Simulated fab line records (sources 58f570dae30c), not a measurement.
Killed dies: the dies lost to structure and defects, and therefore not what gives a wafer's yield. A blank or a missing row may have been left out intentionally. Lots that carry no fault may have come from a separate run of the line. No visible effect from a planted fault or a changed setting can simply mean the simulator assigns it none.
Which tool did it?    flow berkeley cmos170    Sampling: 14 lots, 42 wafers, 5 of 331 route steps

WHAT THE GAUGES READ, wafer by wafer
UCB170_PWELL_THK_MEAS_06.
lot   measured     on             PWELL_NITRIDE_THK (nm)
L901  day 3 23:10  film metro-01  222.3 222.4 220.6
L903  day 4 14:21  film metro-04  220.1 221.0 220.9
L902  day 4 14:20  film metro-02  219.0 216.6 217.2
L906  day 5 04:32  film metro-02  217.6 216.9 217.6
L907  day 5 14:59  film metro-01  220.3 219.2 220.4
L909  day 5 14:55  film metro-02  217.9 219.8 217.0
L910  day 5 14:59  film metro-02  216.3 219.2 219.1
L911  day 5 14:57  film metro-04  218.1 216.8 218.5
L914  day 6 17:26  film metro-04  221.2 220.2 220.8
L917  day 6 17:31  film metro-02  220.3 217.7 219.6
L919  day 7 07:29  film metro-01  217.3 218.6 216.3
L920  day 7 07:30  film metro-02  219.4 218.6 219.7
L922  day 7 19:36  film metro-02  217.7 218.5 219.8
L923  day 8 01:40  film metro-01  222.1 222.0 222.6

UCB170_PWELL_TW_MEAS_17.
lot   measured     on             PWELL_TW
L901  day 4 00:47  film metro-01  381 382 383
L903  day 4 15:59  film metro-01  382 382 381
L902  day 4 16:14  film metro-04  382 381 382
L906  day 5 05:50  film metro-01  379 378 379
L907  day 5 17:15  film metro-02  371 372 373
L909  day 5 16:42  film metro-02  369 369 372
L910  day 5 17:36  film metro-02  369 371 370
L911  day 5 17:01  film metro-01  382 380 380
L914  day 6 19:53  film metro-02  375 376 376
L917  day 6 20:59  film metro-01  423 423 424 424 422 423
L919  day 7 09:50  film metro-04  428 426 428 428 427 427
L920  day 7 10:07  film metro-01  382 383 381
L922  day 7 22:06  film metro-02  374 374 374
L923  day 8 04:17  film metro-01  381 381 379

UCB170_FIELD_THK_MEAS_02.
lot   measured      on             FIELD_OXIDE_THK (nm)
L901  day 6 00:50   film metro-04  529 527 520
L903  day 6 12:02   film metro-04  535 538 543
L902  day 6 12:01   film metro-02  563 554 565
L906  day 7 06:08   film metro-02  540 545 548
L907  day 7 15:16   film metro-02  551 565 560
L909  day 7 15:12   film metro-02  556 556 564
L910  day 7 15:08   film metro-02  568 569 567
L911  day 7 15:21   film metro-02  552 544 556
L914  day 8 14:53   film metro-01  549 545 549
L917  day 8 14:50   film metro-01  535 539 552
L919  day 9 07:34   film metro-02  549 550 559
L920  day 9 07:31   film metro-02  557 549 548
L922  day 9 20:49   film metro-02  565 556 557
L923  day 10 04:02  film metro-02  563 557 569

EACH LOT AND THE TOOL THAT RAN IT (in order: tool; ch and the chambers of the sampled wafers; start)
lot   UCB170_ZERO_STRIP_07                 UCB170_PWELL_IMPLANT_15
L901  plasma asher-03 ch 0,1, day 1 19:58  implanter-02 ch 0, day 4 00:32
L903  plasma asher-01 ch 0,1, day 2 12:19  implanter-01 ch 0, day 4 15:44
L902  plasma asher-04 ch 0,1, day 2 12:35  implanter-02 ch 0, day 4 15:59
L906  plasma asher-04 ch 0,1, day 3 01:49  implanter-01 ch 0, day 5 05:35
L907  plasma asher-01 ch 0,1, day 3 15:33  implanter-02 ch 0, day 5 17:00
L909  plasma asher-04 ch 0,1, day 4 00:02  implanter-04 ch 0, day 5 16:27
L910  plasma asher-03 ch 0,1, day 4 00:16  implanter-04 ch 0, day 5 17:21
L911  plasma asher-01 ch 0,1, day 4 00:20  implanter-01 ch 0, day 5 16:48
L914  plasma asher-03 ch 0,1, day 5 02:14  implanter-02 ch 0, day 6 19:38
L917  plasma asher-01 ch 0,1, day 5 09:56  implanter-02 ch 0, day 6 20:46
L919  plasma asher-01 ch 0,1, day 5 19:14  implanter-02 ch 0, day 7 09:35
L920  plasma asher-01 ch 0,1, day 5 19:29  implanter-01 ch 0, day 7 09:53
L922  plasma asher-04 ch 0,1, day 6 07:53  implanter-04 ch 0, day 7 21:51
L923  plasma asher-01 ch 0,1, day 6 15:16  implanter-04 ch 0, day 8 04:05
- UCB170_ZERO_STRIP_07: strips in O2.
- UCB170_PWELL_IMPLANT_15

WHAT THE TOOLS THEMSELVES READ (means of the sampled wafers that have a number; where no wafer has one, the mark that the record gives instead)
UCB170_ZERO_STRIP_07.
lot   tool             chamber pressure mTorr (mTorr)  drypump motor current A (A)  oes product au (a.u.)  strip time to endpoint s (s)
L901  plasma asher-03  3501                            5.6                          0.728                  21.53
L903  plasma asher-01  3502                            5.2                          0.722                  21.57
L902  plasma asher-04  3499                            5.9                          0.722                  21.51
L906  plasma asher-04  3502                            5.9                          0.726                  21.47
L907  plasma asher-01  3499                            5.2                          0.728                  21.48
L909  plasma asher-04  3497                            5.9                          0.727                  21.44
L910  plasma asher-03  3502                            6.0                          0.725                  21.50
L911  plasma asher-01  3499                            5.1                          0.725                  21.54
L914  plasma asher-03  3502                            6.0                          0.727                  21.49
L917  plasma asher-01  3502                            5.1                          0.727                  21.43
L919  plasma asher-01  3499                            5.1                          0.731                  21.57
L920  plasma asher-01  3498                            5.1                          0.727                  21.43
L922  plasma asher-04  3502                            5.6                          0.731                  21.52
L923  plasma asher-01  3501                            5.2                          0.726                  21.49

UCB170_PWELL_IMPLANT_15.
lot   tool          dose ions cm2  faraday current uA
L901  implanter-02  4.996e+12      15.6
L903  implanter-01  5.000e+12      15.9
L902  implanter-02  5.004e+12      15.8
L906  implanter-01  4.999e+12      15.7
L907  implanter-02  5.000e+12      16.3
L909  implanter-04  4.997e+12      16.1
L910  implanter-04  5.002e+12      15.7
L911  implanter-01  4.996e+12      15.5
L914  implanter-02  4.997e+12      15.9
L917  implanter-02  7.069e+12      22.5
L919  implanter-02  7.066e+12      22.9
L920  implanter-01  4.995e+12      15.9
L922  implanter-04  4.997e+12      15.9
L923  implanter-04  5.003e+12      15.9

THE ANSWER, worked out from the rows above alone
Rule: what is usual is taken from the lots themselves. Put in order of their means at a reading, lots are off if they are a third of the lots or fewer, leave a main group of 4 or more, and stand apart from it by a gap of 3 or more times the standard deviation of the main group's means; of several such gaps the widest counts. A main group is skipped when, at the precision printed for the reading in the tables above, its means are all equal. Also off: a lot with no number at a reading for which 4 or more lots have one. Where the step has rows for the other lots, those lots are counted as sound. The gauges are gone through in route order, then the tools' own readings, and for those a lot's mean is taken as printed above. At the first step where some lot is off, the reading lying furthest off is the one used; lots without a number count as furthest.
Off: L917, L919, seen at UCB170_PWELL_TW_MEAS_17 (PWELL_TW). The main group: mean 377, standard deviation 4.6.
If a tool, at a process step before that reading, ran all the lots that are off and no sound lot after the first of them, it fits. Not tried: the gauges at UCB170_PWELL_TW_MEAS_17; whatever is off there is also off at UCB170_PWELL_IMPLANT_15, on other tools, and gauge error can't account for it. One fits: implanter-02 at UCB170_PWELL_IMPLANT_15. Its last sound lot is L914 (day 6 19:38), its first lot that is off L917 (day 6 20:46): a fault that began between those two fits.
The tool's own readings at UCB170_PWELL_IMPLANT_15 bear it out: on the lots that are off they differ by more than 5 times the standard deviation of the sound lots' means. dose ions cm2 reads 7.068e+12 there against 4.999e+12 on the sound lots; faraday current uA reads 22.7 there against 15.8 on the sound lots.

WHAT HAD BEEN PUT IN BY THE SIMULATOR
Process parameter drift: implanter-02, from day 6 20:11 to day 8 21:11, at UCB170_PWELL_IMPLANT_15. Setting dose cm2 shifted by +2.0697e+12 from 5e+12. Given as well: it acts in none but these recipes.
Shown lots that were struck: L917, L919. The rule given above showed the same thing.
